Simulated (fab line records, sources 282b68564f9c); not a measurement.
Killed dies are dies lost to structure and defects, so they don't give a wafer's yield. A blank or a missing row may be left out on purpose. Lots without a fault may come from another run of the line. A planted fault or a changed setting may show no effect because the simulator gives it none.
Which tool did it? | flow rit_cmos | 15 lots, 45 wafers sampled, at 4 steps of a route of 202

WHAT THE GAUGES READ, wafer by wafer
RIT_PLDD_OVL_MEAS_06. Usual: PLDD_OVL 1.0 nm, standard deviation 1.6.
lot  | measured    | on         | PLDD_OVL (nm)  | flag
L813 | day 2 23:22 | overlay-02 | -3.1 -2.7 -2.0 |
L814 | day 3 10:06 | overlay-01 | 4.6 1.9 1.5    |
L815 | day 3 13:43 | overlay-01 | 2.8 1.1 1.7    |
L816 | day 3 16:36 | overlay-02 | 2.2 -0.6 1.8   |
L817 | day 3 23:04 | overlay-01 | 2.2 2.3 1.2    |
L820 | day 4 14:23 | overlay-02 | 0.8 1.0 0.6    |
L822 | day 4 19:03 | overlay-02 | 3.9 1.9 3.2    |
L823 | day 5 03:41 | overlay-02 | -0.6 0.7 -0.7  |
L824 | day 5 09:19 | overlay-02 | -0.8 -0.6 -0.4 |
L825 | day 5 12:53 | overlay-02 | -0.6 0.2 0.9   |
L828 | day 6 01:42 | overlay-02 | 1.7 2.2 1.1    |
L829 | day 6 03:23 | overlay-02 | 1.2 0.3 -0.1   |
L831 | day 6 19:29 | overlay-02 | 1.3 3.0 2.9    |
L832 | day 6 23:30 | overlay-02 | -0.6 0.9 0.8   |
L836 | day 7 14:50 | overlay-01 | 2.1 1.2 -0.2   |

RIT_NSD_OVL_MEAS_06. Usual: NSD_OVL -0.8 nm, standard deviation 1.2.
lot  | measured    | on         | NSD_OVL (nm)   | flag
L813 | day 3 03:35 | overlay-02 | -0.4 0.1 0.8   |
L814 | day 3 14:20 | overlay-01 | -0.5 -3.5 -0.1 |
L815 | day 3 17:40 | overlay-02 | 0.7 1.5 1.3    |
L816 | day 3 20:35 | overlay-01 | -1.0 -0.6 -1.2 |
L817 | day 4 03:16 | overlay-01 | -1.1 -0.1 -1.7 |
L820 | day 4 18:26 | overlay-01 | -0.9 -1.1 -1.1 |
L822 | day 5 00:16 | overlay-01 | -0.7 -1.0 -0.8 |
L823 | day 5 08:54 | overlay-01 | 1.1 1.3 -0.3   |
L824 | day 5 13:33 | overlay-01 | 0.2 0.8 -0.6   |
L825 | day 5 17:52 | overlay-02 | -2.0 -0.5 -2.5 |
L828 | day 6 05:39 | overlay-01 | -1.3 -0.4 -1.9 |
L829 | day 6 08:37 | overlay-01 | 0.8 -2.0 -1.3  |
L831 | day 6 23:44 | overlay-02 | -1.4 -1.3 -1.7 |
L832 | day 7 03:45 | overlay-02 | -0.5 -1.4 -2.4 |
L836 | day 7 19:42 | overlay-01 | -1.5 -1.7 0.8  |

WHICH TOOL RAN EACH LOT (tool, then ch and the chambers of the sampled wafers, then the start)
lot  | RIT_NRETRO_STRIP_09                 | RIT_NLDD_IMPLANT_08
L813 | plasma_asher-04 ch 0,1, day 2 07:51 | implanter-01 ch 0, day 2 21:59
L814 | plasma_asher-04 ch 0,1, day 2 15:28 | implanter-01 ch 0, day 3 08:44
L815 | plasma_asher-04 ch 0,1, day 2 18:04 | implanter-02 ch 0, day 3 12:30
L816 | plasma_asher-04 ch 0, day 2 22:52   | implanter-02 ch 0, day 3 15:23
L817 | plasma_asher-04 ch 0,1, day 3 07:32 | implanter-01 ch 0, day 3 21:50
L820 | plasma_asher-02 ch 0,1, day 3 23:26 | implanter-02 ch 0, day 4 13:10
L822 | plasma_asher-01 ch 0,1, day 4 04:41 | implanter-01 ch 0, day 4 17:44
L823 | plasma_asher-01 ch 0,1, day 4 12:17 | implanter-04 ch 0, day 5 02:26
L824 | plasma_asher-02 ch 0,1, day 4 18:15 | implanter-01 ch 0, day 5 08:07
L825 | plasma_asher-01 ch 0,1, day 5 00:13 | implanter-01 ch 0, day 5 11:33
L828 | plasma_asher-01 ch 0,1, day 5 11:56 | implanter-01 ch 0, day 6 00:28
L829 | plasma_asher-02 ch 1, day 5 14:49   | implanter-01 ch 0, day 6 02:02
L831 | plasma_asher-01 ch 0,1, day 6 04:26 | implanter-01 ch 0, day 6 18:08
L832 | plasma_asher-04 ch 0,1, day 6 09:46 | implanter-04 ch 0, day 6 22:08
L836 | plasma_asher-01 ch 0,1, day 7 01:22 | implanter-04 ch 0, day 7 13:25
- RIT_NRETRO_STRIP_09: strips in O2, time 180 s.
- RIT_NLDD_IMPLANT_08

WHAT THE TOOLS THEMSELVES READ (means of the sampled wafers that have a number; where no wafer has one, the mark that the record gives instead)
RIT_NRETRO_STRIP_09. Usual: drypump_motor_current_A 5.90 A, standard deviation 0.29.
lot  | tool            | drypump_motor_current_A (A) | flag
L813 | plasma_asher-04 | 5.82                        |
L814 | plasma_asher-04 | 5.83                        |
L815 | plasma_asher-04 | 6.05                        |
L816 | plasma_asher-04 | 6.26                        |
L817 | plasma_asher-04 | 5.86                        |
L820 | plasma_asher-02 | 5.91                        |
L822 | plasma_asher-01 | 5.76                        |
L823 | plasma_asher-01 | 5.92                        |
L824 | plasma_asher-02 | 5.89                        |
L825 | plasma_asher-01 | 5.90                        |
L828 | plasma_asher-01 | 5.73                        |
L829 | plasma_asher-02 | 5.89                        |
L831 | plasma_asher-01 | 5.73                        |
L832 | plasma_asher-04 | 6.05                        |
L836 | plasma_asher-01 | 5.89                        |

RIT_NLDD_IMPLANT_08. Usual: beam_energy_keV 20.000, standard deviation 0.0057.
lot  | tool         | beam_energy_keV | flag
L813 | implanter-01 | 19.997          |
L814 | implanter-01 | 20.002          |
L815 | implanter-02 | 20.001          |
L816 | implanter-02 | 19.997          |
L817 | implanter-01 | 20.005          |
L820 | implanter-02 | 19.997          |
L822 | implanter-01 | 20.000          |
L823 | implanter-04 | 19.997          |
L824 | implanter-01 | 20.003          |
L825 | implanter-01 | 20.005          |
L828 | implanter-01 | 18.969          | OFF
L829 | implanter-01 | 18.967          | OFF
L831 | implanter-01 | 18.962          | OFF
L832 | implanter-04 | 19.995          |
L836 | implanter-04 | 20.005          |

THE ANSWER, worked out from the rows above alone
Rule: a lot is off if the mean of its wafers that have a number lies more than 3 standard deviations from the usual mean. A lot without any number at a reading at which 4 lots or more have one is off too. The other lots that the step has rows for count as sound. The gauges are gone through in route order, then the tools' own readings, and for those a lot's mean is taken as printed above. The first step at which some lot is off is used, and at that step the reading that is off furthest; a lot without a number counts as furthest.
Off: L828, L829, L831, at RIT_NLDD_IMPLANT_08 (beam_energy_keV).
A tool fits if, at that step or a process step before it, it ran every lot that is off, and no sound lot after the first of them. One fits: implanter-01 at RIT_NLDD_IMPLANT_08. Its last sound lot is L825 (day 5 11:33), its first lot that is off L828 (day 6 00:28): a fault that began between those two fits.
The tool's own readings at RIT_NLDD_IMPLANT_08 bear it out: on the lots that are off they differ by more than 5 times the standard deviation of the sound lots' means. beam_energy_keV reads 18.966 there against 20.000 on the sound lots.

WHAT THE SIMULATOR HAD PUT IN
Process parameter drift: implanter-01, from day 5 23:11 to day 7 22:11, at RIT_NLDD_IMPLANT_08. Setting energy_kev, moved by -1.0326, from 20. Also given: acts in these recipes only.
Lots struck among those shown: L828, L829, L831. The rule above found the same.
